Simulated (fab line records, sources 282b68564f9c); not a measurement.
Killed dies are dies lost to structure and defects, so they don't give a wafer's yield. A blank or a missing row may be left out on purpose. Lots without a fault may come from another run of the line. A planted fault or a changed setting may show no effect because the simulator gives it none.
fab line records | flow rit_cmos
record lots=15 wafers=45 last_day=7
route steps=202 shown FOX1@20
lots that met no fault: from a run of the same line without faults
start_h: hours from the record's first day to the start of the lot's first wafer shown | wait_h: hours since the lot's step before | " the same as in the row above | L1.1+2: a row that stands for several wafers | - no value, or no start given | * or withheld: withheld | < > ~ a bound
route shown NAME@n: a module of which the file shows steps, and the number in the route of the first | usual: mean/standard deviation of fault-free wafers | same: alike in all rows | chamber/n: place in a boat | sites: the reading at each site | _std_site: their standard deviation | _edge_site: outer sites' mean less inner sites' | radius_mm: how far each site lies from the wafer's centre | mask NAME#n: copy n | behind: the tool/chamber that last shaped the wafer | hold: why the lot was held/for how many hours/how that ended | device: the transistor (n, p or np) that didn't switch | end of line: the same wafers' tests at the end of the route | a step without rows: its recipe alone | killed: dies lost to structure and defects at the first sort, not the wafer's yield | map: a wafer's dies, x killed, . not, _ none there
set.NAME: the setting as run; set.NAME@STEP: as run at that earlier step | model.NAME: the simulator's own value behind a step, which no gauge read
steps of the route over a sample of lots; a table a step, a row a wafer
services: from which hour (start_h, from the record's first day; less than 0 if before it) a tool's chamber was out of use, for how many hours, and why
## steps
# step RIT_FOX1_OXIDATION_00
# recipe temp_c=1100 ambient=H2O target_thk_a=3507 p_h2o_torr=720 ox_time_s=1130
# usual ox_temp_c=1100.1/0.53 ox_temp_c_max=1104.9/1.8 tube_center_temp_C_max=1102.9/0.45 zone_power_centre_pct=53/4.2
# columns lot.wafer tool chamber start_h wait_h ox_temp_c ox_temp_c_max tube_center_temp_C_max zone_power_centre_pct
L956.1 furnace-01 0 16.26 0.0 1101.6 1108.8 1102.3 56
L956.4 " 0 " " 1101.3 1108.2 1102.8 56
L956.5 " 0 " " 1100.9 1108.3 1102.5 56
L958.2 furnace-01 0 25.63 0.0 1099.6 1106.6 1103.3 56
L958.4 " 0 " " 1101.1 1107.7 1102.3 55
L958.5 " 0 " " 1099.8 1105.7 1103.8 54
L963.1 furnace-04 0 51.34 0.0 1100.8 1103.7 1102.4 49
L963.2 " 0 " " 1100.4 1103.3 1104.3 48
L963.5 " 0 " " 1100.6 1104.1 1102.7 49
L964.3 furnace-01 - 57.74 2.1 - - - -
L964.4 " - " " - - - -
L964.6 " - " " - - - -
L965.1 furnace-04 - 61.45 0.8 - - - -
L965.3 " - " " - - - -
L965.5 " - " " - - - -
L966.2 furnace-04 - 70.07 2.7 - - - -
L966.4 " - " " - - - -
L966.5 " - " " - - - -
L970.2 furnace-01 0 86.07 0.4 1099.9 1106.1 1102.6 55
L970.3 " 0 " " 1099.2 1106.8 1103.0 56
L970.5 " 0 " " 1099.5 1107.6 1104.6 56
L971.3 furnace-01 0 94.51 0.2 1100.2 1107.8 1102.6 55
L971.4 " 0 " " 1099.1 1107.7 1102.5 56
L971.5 " 0 " " 1099.7 1108.1 1102.7 55
L972.1 furnace-01 0 96.51 0.0 1099.8 1110.7 1103.0 56
L972.3 " 0 " " 1100.3 1106.6 1102.9 56
L972.5 " 0 " " 1100.4 1110.2 1103.3 57
L973.2 furnace-01 0 103.28 1.9 1100.4 1107.5 1102.7 56
L973.4 " 0 " " 1100.4 1106.8 1103.1 56
L973.6 " 0 " " 1100.7 1107.4 1102.9 56
L975.4 furnace-04 0 112.09 0.0 1100.4 1103.7 1102.7 48
L975.5 " 0 " " 1100.2 1105.6 1102.9 50
L975.6 " 0 " " 1100.6 1104.8 1102.0 48
L976.2 furnace-04 0 115.50 0.0 1100.1 1104.4 1102.4 48
L976.4 " 0 " " 1099.6 1103.1 1102.9 48
L976.5 " 0 " " 1099.9 1103.1 1102.6 49
L977.3 furnace-02 0 123.18 0.4 1099.4 1104.4 1103.1 60
L977.4 " 0 " " 1099.4 1103.3 1102.8 61
L977.5 " 0 " " 1101.2 1105.4 1103.3 61
L978.4 furnace-04 0 127.34 0.0 1099.8 1103.2 1103.7 50
L978.5 " 0 " " 1099.9 1102.4 1102.5 49
L978.6 " 0 " " 1099.8 1103.5 1103.6 48
L979.2 furnace-02 0 130.96 0.0 1100.2 1103.5 1103.8 60
L979.5 " 0 " " 1099.5 1103.0 1102.6 59
L979.6 " 0 " " 1100.4 1104.5 1102.4 58
## services
# columns tool chamber start_h hours kind
furnace-02 - -6.87 2.7 pm
furnace-01 - 1.21 3.7 pm
furnace-02 - 66.27 3.9 pm
furnace-04 - 82.20 2.9 pm
furnace-04 - 85.07 8.7 pm
## key
first_sign step=RIT_FOX1_OXIDATION_00 reading=tool_record direction=missing
effect none on later readings
met_at RIT_FOX1_OXIDATION_00
struck_lots L964,L965,L966
later_rows_left_out L964.3,L964.4,L964.6,L965.1,L965.3,L965.5,L966.2,L966.4,L966.5
sort_left_out L964.3,L964.4,L964.6,L965.1,L965.3,L965.5,L966.2,L966.4,L966.5
tester_left_out L964,L965,L966
onset_between 51.34 57.74
fault kind=skipped_step_whole tool=furnace-01,furnace-04 chamber=- onset_h=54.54 steps=RIT_FOX1_OXIDATION_00 scope=struck_lots_only
# tester_left_out: of these lots the tester's yield and bins aren't shown, on N5 and GAA mostly nor the transistor test; their killed dies are dies lost to structure and defects alone, not to doping, threshold or leakage, so they don't give the yield
# sort_left_out: the simulated sort isn't trusted on such a fault, so these wafers' sort isn't shown, and their yield isn't known
# later_rows_left_out: the simulator's readings of these wafers behind a module that went badly wrong aren't trusted and aren't shown, but for the sort
